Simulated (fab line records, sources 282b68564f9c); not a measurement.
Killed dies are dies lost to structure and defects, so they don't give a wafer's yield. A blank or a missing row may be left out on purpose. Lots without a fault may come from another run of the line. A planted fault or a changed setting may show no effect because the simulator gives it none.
fab line records | flow rit_cmos
record lots=13 wafers=39 last_day=7
route steps=202 shown GATE@84 M1@202
lots that met no fault: from a run of the same line without faults
start_h: hours from the record's first day to the start of the lot's first wafer shown | wait_h: hours since the lot's step before | " the same as in the row above | L1.1+2: a row that stands for several wafers | - no value, or no start given | * or withheld: withheld | < > ~ a bound
route shown NAME@n: a module of which the file shows steps, and the number in the route of the first | usual: mean/standard deviation of fault-free wafers | same: alike in all rows | chamber/n: place in a boat | sites: the reading at each site | _std_site: their standard deviation | _edge_site: outer sites' mean less inner sites' | radius_mm: how far each site lies from the wafer's centre | mask NAME#n: copy n | behind: the tool/chamber that last shaped the wafer | hold: why the lot was held/for how many hours/how that ended | device: the transistor (n, p or np) that didn't switch | end of line: the same wafers' tests at the end of the route | a step without rows: its recipe alone | killed: dies lost to structure and defects at the first sort, not the wafer's yield | map: a wafer's dies, x killed, . not, _ none there
set.NAME: the setting as run; set.NAME@STEP: as run at that earlier step | model.NAME: the simulator's own value behind a step, which no gauge read
steps of the route over a sample of lots; a table a step, a row a wafer
services: from which hour (start_h, from the record's first day; less than 0 if before it) a tool's chamber was out of use, for how many hours, and why
## steps
# step RIT_GATE_CVD_08
# recipe material=poly-Si target_thk_nm=250 temp_c=610 precursor=SiH4 time_s=2220 pressure_mtorr=300 sih4_flow_sccm=100
# usual sih4_flow_sccm=100.0/0.3
# columns lot.wafer tool chamber start_h wait_h sih4_flow_sccm
L840.2 lpcvd-01 0 34.20 0.0 100.0
L840.3 " 0 " " 99.6
L840.5 " 0 " " 100.4
L841.3 lpcvd-01 1 39.78 0.0 99.7
L841.5 " 1 " " 100.1
L841.6 " 1 " " 100.1
L842.2 lpcvd-02 1 45.03 0.0 100.2
L842.5 " 1 " " 99.9
L842.6 " 1 " " 100.1
L843.1 lpcvd-02 1 47.93 0.1 99.7
L843.4 " 1 " " 100.3
L843.6 " 1 " " 100.0
L844.1 lpcvd-01 0 54.15 0.1 100.5
L844.4 " 0 " " 100.2
L844.6 " 0 " " 100.1
L845.2 lpcvd-01 0 58.53 0.1 100.0
L845.4 " 0 " " 100.0
L845.6 " 0 " " 99.6
L846.3 lpcvd-01 0 63.68 0.0 99.3
L846.4 " 0 " " 99.9
L846.6 " 0 " " 99.7
L847.2 lpcvd-02 1 68.68 0.0 100.2
L847.5 " 1 " " 99.8
L847.6 " 1 " " 100.0
L848.1 lpcvd-01 0 73.60 0.1 99.1
L848.3 " 0 " " 99.9
L848.4 " 0 " " 99.7
L853.2 lpcvd-01 1 104.49 0.0 80.1
L853.3 " 1 " " 79.6
L853.4 " 1 " " 80.2
L854.2 lpcvd-01 1 104.49 0.0 79.7
L854.3 " 1 " " 79.7
L854.4 " 1 " " 79.7
L859.3 lpcvd-02 0 128.69 0.0 100.0
L859.5 " 0 " " 99.7
L859.6 " 0 " " 99.8
L861.1 lpcvd-02 0 138.27 0.1 99.8
L861.3 " 0 " " 99.7
L861.6 " 0 " " 100.1
# step RIT_GATE_THK_MEAS_09
# recipe reads=poly-Si_of_GATE_CVD_08
# usual GATE_POLY_THK=250.8/2.4
# columns lot.wafer tool chamber start_h wait_h GATE_POLY_THK[nm]
L840.2 film_metro-02 - 35.83 0.0 248.9
L840.3 " - " " 249.5
L840.5 " - " " 249.3
L841.3 film_metro-02 - 41.42 0.0 251.8
L841.5 " - " " 253.3
L841.6 " - " " 253.8
L842.2 film_metro-01 - 46.66 0.0 252.7
L842.5 " - " " 251.6
L842.6 " - " " 253.5
L843.1 film_metro-01 - 49.54 0.0 251.1
L843.4 " - " " 251.6
L843.6 " - " " 250.2
L844.1 film_metro-02 - 55.76 0.0 247.5
L844.4 " - " " 247.5
L844.6 " - " " 247.3
L845.2 film_metro-04 - 60.16 0.0 256.0
L845.4 " - " " 255.8
L845.6 " - " " 253.8
L846.3 film_metro-04 - 65.31 0.0 252.3
L846.4 " - " " 252.3
L846.6 " - " " 252.0
L847.2 film_metro-01 - 70.30 0.0 248.0
L847.5 " - " " 248.8
L847.6 " - " " 249.1
L848.1 film_metro-01 - 75.22 0.0 250.4
L848.3 " - " " 251.4
L848.4 " - " " 250.0
L853.2 film_metro-01 - 106.11 0.0 200.9
L853.3 " - " " 201.4
L853.4 " - " " 201.7
L854.2 film_metro-02 - 106.11 0.0 202.8
L854.3 " - " " 204.3
L854.4 " - " " 203.8
L859.3 film_metro-04 - 130.33 0.0 248.3
L859.5 " - " " 247.7
L859.6 " - " " 246.3
L861.1 film_metro-01 - 139.89 0.0 251.7
L861.3 " - " " 253.3
L861.6 " - " " 251.0
# step RIT_GATE_ETCH_19
# recipe chemistry=SF6/CHF3/O2 time_s=165 SF6_flow_sccm=30 CHF3_flow_sccm=30 O2_flow_sccm=5 target=poly-Si pressure_mtorr=40 rf_w=160 target_depth_a=3125 over_etch_frac=0.25 stop_on=SiO2
# usual drypump_motor_current_A=5.8/0.47 he_backside_leak_sccm=2.57/0.24 oes_product_au=0.850/0.013 throttle_valve_pct=10.29/0.19
# columns lot.wafer tool chamber start_h wait_h drypump_motor_current_A he_backside_leak_sccm oes_product_au rf_hours_counter_h throttle_valve_pct
L840.2 rie_si-01 1 37.16 0.1 5.9 2.38 0.854 2 10.25
L840.3 " 3 " " 6.4 2.39 0.842 22 10.57
L840.5 " 2 " " 5.3 2.57 0.825 - 10.50
L841.3 rie_si-02 0 42.78 0.1 5.7 2.66 0.840 19 10.09
L841.5 " 3 " " 6.1 2.81 0.859 - 10.46
L841.6 " 0 " " 5.7 2.60 0.845 - 10.09
L842.2 rie_si-01 3 47.86 0.1 6.4 2.48 0.856 23 10.56
L842.5 " 2 " " 5.3 2.38 0.834 - 10.48
L842.6 " 1 " " 5.9 2.43 0.859 - 10.26
L843.1 rie_si-02 3 50.87 0.1 6.1 2.82 0.857 145 10.46
L843.4 " 0 " " 5.7 2.65 0.854 19 10.11
L843.6 " 1 " " 5.3 2.35 0.854 - 9.97
L844.1 rie_si-01 2 56.98 0.1 5.3 2.46 0.817 22 10.49
L844.4 " 0 " " 6.7 2.68 0.850 90 10.31
L844.6 " 0 " " 6.7 2.71 0.854 - 10.30
L845.2 rie_si-02 0 61.37 0.1 5.7 2.64 0.854 19 10.08
L845.4 " 2 " " 5.5 2.37 0.866 28 10.25
L845.6 " 2 " " 5.5 2.45 0.856 - 10.26
L846.3 rie_si-01 1 66.55 0.1 5.9 2.21 0.852 2 10.25
L846.4 " 3 " " 6.4 2.60 0.845 23 10.55
L846.6 " 3 " " 6.4 2.64 0.855 - 10.55
L847.2 rie_si-02 2 71.63 0.1 5.4 2.46 0.849 28 10.27
L847.5 " 0 " " 5.7 2.79 0.836 - 10.08
L847.6 " 1 " " 5.3 2.50 0.850 - 9.97
L848.1 rie_si-01 3 76.56 0.1 6.4 2.49 0.837 23 10.54
L848.3 " 2 " " 5.3 2.48 0.824 22 10.50
L848.4 " 0 " " 6.7 2.78 0.865 90 10.29
L854.2 rie_si-02 0 107.35 0.1 5.8 2.71 0.738 19 10.09
L854.3 " 2 " " 5.4 2.46 0.750 28 10.27
L854.4 " 3 " " 6.1 2.74 0.740 145 10.45
L853.2 rie_si-01 2 107.74 0.1 5.3 2.51 0.715 22 10.51
L853.3 " 1 " " 5.9 2.17 0.739 3 10.24
L853.4 " 0 " " 6.7 2.67 0.742 90 10.27
L859.3 rie_si-02 0 131.52 0.1 5.7 2.53 0.843 20 10.07
L859.5 " 3 " " 6.1 2.74 0.845 - 10.44
L859.6 " 0 " " 5.7 2.62 0.833 - 10.07
L861.1 rie_si-02 2 141.26 0.1 5.5 2.55 0.862 28 10.28
L861.3 " 0 " " 5.7 2.36 0.853 20 10.07
L861.6 " 1 " " 5.3 2.38 0.860 - 9.98
# step RIT_M1_PROBE_99
# usual killed_at_M0_to_M3=0.0/0.14 killed_at_contacts=0.1/0.29 killed_at_front_end=6.3/2.8 killed_dies=6.4/2.8 killed_on_rim=1.8/1.4 killed_open=3.3/1.7 killed_short=3.1/1.9
# same gross_dies=264 killed_at_M4_up=0 killed_at_back_side=0 killed_at_other=0
# columns lot.wafer tool chamber start_h wait_h killed_at_M0_to_M3 killed_at_contacts killed_at_front_end killed_dies killed_on_rim killed_open killed_short
L842.2 prober-01 - 68.51 0.1 0 0 10 10 5 3 7
L842.5 prober-01 - 68.66 0.2 0 0 6 6 1 4 2
L842.6 prober-01 - 68.71 0.2 0 0 6 6 2 4 2
L845.2 prober-02 - 83.71 0.1 0 0 7 7 3 5 2
L845.4 prober-02 - 83.81 0.2 0 0 6 6 1 3 3
L845.6 prober-02 - 83.91 0.2 0 0 8 8 2 4 4
L846.3 prober-01 - 87.15 0.2 0 0 9 9 2 6 3
L846.4 prober-01 - 87.20 0.2 0 0 2 2 0 1 1
L846.6 prober-01 - 87.30 0.2 0 0 7 7 0 5 2
L859.3 prober-02 - 151.52 0.2 0 0 9 9 0 6 3
L859.5 prober-02 - 151.62 0.2 0 0 10 10 3 6 4
L859.6 prober-02 - 151.67 0.2 0 0 6 6 3 2 4
L861.1 prober-02 - 161.38 0.1 0 0 8 8 3 5 3
L861.3 prober-02 - 161.48 0.2 0 0 7 7 2 2 5
L861.6 prober-02 - 161.63 0.2 0 0 2 2 1 1 1
# killed by level:class
L842.2 FOX1:geometric_particle:short=2 GATE:geometric_particle:open=2 GATE:geometric_particle:short=2 SILICIDE:geometric_particle:short=2 REOX:geometric_particle:short=1 REOX:geometric_particle:open=1
L842.5 GATE:geometric_particle:open=2 ACTIVE:geometric_particle:short=1 GATE:geometric_particle:short=1 SPACER:geometric_particle:open=1 SILICIDE:geometric_particle:open=1
L842.6 FOX2:geometric_particle:short=1 GATE:geometric_particle:open=1 REOX:geometric_particle:open=1 SPACER:geometric_particle:open=1 SILICIDE:geometric_particle:open=1 SILICIDE:geometric_particle:short=1
L845.2 REOX:geometric_particle:open=2 FOX1:geometric_particle:short=1 FOX2:geometric_particle:open=1 GATE:geometric_particle:short=1 GATE:geometric_particle:open=1 SILICIDE:geometric_particle:open=1
L845.4 FOX2:geometric_particle:short=3 GATE:geometric_particle:open=2 FOX2:geometric_particle:open=1
L845.6 GATE:geometric_particle:short=2 SILICIDE:geometric_particle:open=2 FOX2:geometric_particle:short=1 FOX2:geometric_particle:open=1 GATE:geometric_particle:open=1 SILICIDE:geometric_particle:short=1
L846.3 GATE:geometric_particle:open=3 FOX1:geometric_particle:open=1 FOX1:geometric_particle:short=1 FOX2:geometric_particle:short=1 FOX2:geometric_particle:open=1 GATE:geometric_particle:short=1 REOX:geometric_particle:open=1
L846.4 GATE:geometric_particle:short=1 GATE:geometric_particle:open=1
L846.6 REOX:geometric_particle:open=2 SPACER:geometric_particle:open=2 GATE:geometric_particle:short=1 REOX:geometric_particle:short=1 SILICIDE:geometric_particle:open=1
L859.3 GATE:geometric_particle:open=3 GATE:geometric_particle:short=3 SPACER:geometric_particle:open=3
L859.5 GATE:geometric_particle:open=3 GATE:geometric_particle:short=2 SPACER:geometric_particle:open=2 FOX2:geometric_particle:open=1 REOX:geometric_particle:short=1 SILICIDE:geometric_particle:short=1
L859.6 GATE:geometric_particle:short=2 FOX1:geometric_particle:short=1 REOX:geometric_particle:open=1 REOX:geometric_particle:short=1 SPACER:geometric_particle:open=1
L861.1 SILICIDE:geometric_particle:open=3 SPACER:geometric_particle:short=2 FOX1:geometric_particle:open=1 FOX2:geometric_particle:short=1 SPACER:geometric_particle:open=1
L861.3 FOX2:geometric_particle:short=2 FOX2:geometric_particle:open=1 GATE:geometric_particle:short=1 SPACER:geometric_particle:short=1 SPACER:geometric_particle:open=1 SILICIDE:geometric_particle:short=1
L861.6 FOX2:geometric_particle:open=1 GATE:geometric_particle:short=1
## services
# columns tool chamber start_h hours kind
rie_si-02 2 122.05 1.1 repair
rie_si-01 3 122.60 12.7 repair
rie_si-02 3 132.47 - clean
rie_si-02 3 132.47 24.4 scheduled_down
rie_si-02 3 132.47 24.4 vent_cycle
## key
first_sign step=RIT_GATE_CVD_08 reading=sih4_flow_sccm direction=down sigmas=67 usual=100.0 struck=79.8
effect step=RIT_GATE_THK_MEAS_09 reading=GATE_POLY_THK direction=down sigmas=20 usual=250.8 struck=202.5
effect step=RIT_GATE_ETCH_19 reading=oes_product_au direction=down sigmas=8.7 usual=0.850 struck=0.737 through=control_loop
met_at RIT_GATE_CVD_08
struck_lots L853,L854
struck_wafers L853.2,L853.3,L853.4,L854.2,L854.3,L854.4
tester_left_out L853,L854
loop_trim step=RIT_GATE_EXPOSE_13 setting=dose lots=L854
onset_between 39.78 104.49
earlier_fault kind=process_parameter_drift tool=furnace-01 chamber=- onset_h=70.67 steps=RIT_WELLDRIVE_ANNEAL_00 channel=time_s offset=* shape=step end_h=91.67 acts_in=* stated=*
fault kind=process_parameter_drift tool=lpcvd-01 chamber=1 onset_h=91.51 steps=RIT_GATE_CVD_08 channel=sih4_flow_sccm offset=-20 shape=step end_h=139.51 stated=100
# tester_left_out: of these lots the tester's yield and bins aren't shown, on N5 and GAA mostly nor the transistor test; their killed dies are dies lost to structure and defects alone, not to doping, threshold or leakage, so they don't give the yield
# loop_trim: a control loop set the setting to another value than it would have without faults
